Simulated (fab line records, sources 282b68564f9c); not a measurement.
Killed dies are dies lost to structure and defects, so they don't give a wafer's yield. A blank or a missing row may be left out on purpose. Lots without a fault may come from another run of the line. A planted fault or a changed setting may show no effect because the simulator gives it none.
One fault seen from 2 desks | flow rit_cmos | each desk has only its own numbers; what lay behind them comes last

THE METROLOGY DESK
What the gauges read, lot by lot, whatever tool the lot ran on: means of the sampled wafers that have a number. A lot is out of limits, marked OUT, if its mean lies more than 4 standard deviations from the usual mean; the brackets give that distance.
Columns: A = GATE_POLY_THK at RIT_GATE_THK_MEAS_09, usual 249.6 nm; B = cd_nm at RIT_GATE_CD_MEAS_90, usual 149.7 nm; C = NLDD_RS at RIT_SDANNEAL_RS_MEAS_07, usual 151.8 ohm/sq
lot  | first seen here | A               | B     | C
L557 | day 2 16:56     | 249.8           | 149.2 | 151.7
L558 | day 2 18:44     | 249.2           | 149.4 | 151.5
L559 | day 2 23:37     | 247.3           | 147.7 | 151.7
L560 | day 3 06:25     | 247.7           | 150.0 | 151.2
L561 | day 3 08:03     | 250.0           | 154.0 | 151.5
L562 | day 3 13:52     | 252.0           | 147.6 | 152.1
L563 | day 3 19:20     | 246.0           | 148.8 | 152.5
L567 | day 4 17:56     | 250.5           | 149.5 | 151.1
L573 | day 5 21:35     | 275.9 (+13) OUT | 150.8 | 151.9
L574 | day 6 00:49     | 250.6           | 146.6 | 152.5
L575 | day 6 05:48     | 248.2           | 145.3 | 151.5
L576 | day 6 10:56     | 247.5           | 147.9 | 151.2
L580 | day 7 07:13     | 249.3           | 149.0 | 151.5
This desk's finding: out of limits on L573; first on L573, day 5 21:35 (GATE_POLY_THK at RIT_GATE_THK_MEAS_09). In limits: L557, L558, L559, L560, L561, L562, L563, L567, L574, L575, L576, L580.

THE TOOL OWNER'S DESK: lpcvd-02
The tool's own readings at RIT_GATE_CVD_08 (deposits poly-Si from SiH4, target thk 250 nm, time 2220 s): means of the sampled wafers that have a number, for each lot that ran on this tool. A lot is out of limits, marked OUT, if its mean lies more than 4 standard deviations from the usual mean; the brackets give that distance.
Columns: A = sih4_flow_sccm at RIT_GATE_CVD_08, usual 99.9 sccm
lot  | first seen here | A
L558 | day 2 17:07     | 99.9
L562 | day 3 12:15     | 99.9
L563 | day 3 17:43     | 99.6
L573 | day 5 19:56     | 99.8
L574 | day 5 23:12     | 100.0
L576 | day 6 09:19     | 99.8
This desk's finding: nothing out of limits on any of the 6 lots.

PUT TOGETHER
The metrology desk could have raised an alarm at day 5 21:35, on L573.
The tool owner's desk saw nothing out of limits.
The tool owner's desk has L573 on record, within its limits.
Of the lots named, all ran RIT_GATE_CVD_08 on lpcvd-02.

WHAT THE SIMULATOR HAD PUT IN
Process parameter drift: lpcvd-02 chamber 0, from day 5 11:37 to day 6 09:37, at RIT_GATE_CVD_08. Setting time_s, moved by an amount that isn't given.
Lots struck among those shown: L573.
Hours from the fault's start to each desk's first reading out of limits: the metrology desk, 10.
